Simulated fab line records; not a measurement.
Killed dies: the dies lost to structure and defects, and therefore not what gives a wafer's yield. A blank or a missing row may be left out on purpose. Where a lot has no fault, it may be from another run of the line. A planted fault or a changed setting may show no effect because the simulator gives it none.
A single fault, viewed from 2 desks -- flow berkeley-cmos170 -- every desk sees just its own numbers, and what lay behind them comes last

## DESK OF THE TOOL OWNER: furnace-01
The tool's own readings at UCB170_GATE_OXIDATION_01 (target thk 6.6 nm, ox time 1800 s): means of the sampled wafers that have a number, for each lot that ran on this tool. The brackets show how far a lot's mean lies from the usual mean; more than 4 standard deviations puts the lot out of limits, marked OUT.
Columns: A = spike-tc-centre-C at UCB170_GATE_OXIDATION_01, usual 853.5 C; B = spike-tc-load-C at UCB170_GATE_OXIDATION_01, usual 876.6 C; C = spike-tc-source-C at UCB170_GATE_OXIDATION_01, usual 872.6 C; D = tube-center-temp-C at UCB170_GATE_OXIDATION_01, usual 850 C; E = tube_center_temp_C_max at UCB170_GATE_OXIDATION_01, usual 852.2
lot,first seen here,A,B,C,D,E
L884,day 6 18:50,852.9,877.1,873.1,850,852.3
L885,day 7 00:16,853.2,876.5,872.2,850,852.0
L894,day 9 07:32,844.3 (-7.7) OUT,867.0 (-4.3) OUT,863.8 (-5.5) OUT,841 (-99 or more) OUT,842.8 (-25) OUT
L896,day 9 07:32,844.7 (-7.4) OUT,867.4 (-4.2) OUT,863.3 (-5.8) OUT,841 (-99 or more) OUT,843.1 (-25) OUT
This desk finds L894, L896 out of limits, L894 being first, at day 9 07:32 (spike-tc-centre-C at UCB170_GATE_OXIDATION_01). In limits: L884, L885.

## METROLOGY DESK
What the gauges read, lot by lot, whatever tool the lot ran on: means of the sampled wafers that have a number. The brackets show how far a lot's mean lies from the usual mean; more than 4 standard deviations puts the lot out of limits, marked OUT.
Columns: A = INCOMING_BOW at UCB170_START_BOW_MEAS_00, usual 1 um; B = ACTIVE_OXIDE_THK at UCB170_ACTIVE_THK_MEAS_03, usual 26.6 nm; C = GATE_OXIDE_THK at UCB170_GATE_THK_MEAS_02, usual 6.60 nm
lot,first seen here,A,B,C
L884,day 1 10:01,2,26.4,6.74
L885,day 1 15:01,1,26.2,6.69
L889,day 2 11:01,3,26.7,6.40
L890,day 2 16:00,-0,27.1,6.66
L894,day 3 12:01,1,26.0,5.87 (-5.2) OUT
L896,day 3 22:00,-5,25.5,5.88 (-5.1) OUT
L899,day 4 13:00,-1,26.9,6.75
L900,day 4 18:02,2,27.9,6.54
L901,day 4 23:00,6,27.3,6.55
L907,day 6 05:01,0,26.2,6.67
Per this desk, out of limits: L894, L896; the first was L894, day 9 09:03 (GATE_OXIDE_THK at UCB170_GATE_THK_MEAS_02). In limits: L884, L885, L889, L890, L899, L900, L901, L907.

## PUT TOGETHER
At day 9 07:32, on L894, L896, the tool owner's desk was in a position to raise an alarm.
Metrology desk: alarm possible at day 9 09:03 on L894, L896.
Every lot named ran UCB170_GATE_OXIDATION_01 on furnace-01.

## WHAT THE SIMULATOR HAD PUT IN
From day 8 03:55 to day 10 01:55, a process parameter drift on furnace-01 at UCB170_GATE_OXIDATION_01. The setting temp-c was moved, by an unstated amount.
Lots struck among those shown: L894, L896.
Counting hours from when the fault started, the first reading out of limits came at 28 for the tool owner's desk and at 29 for the metrology desk.
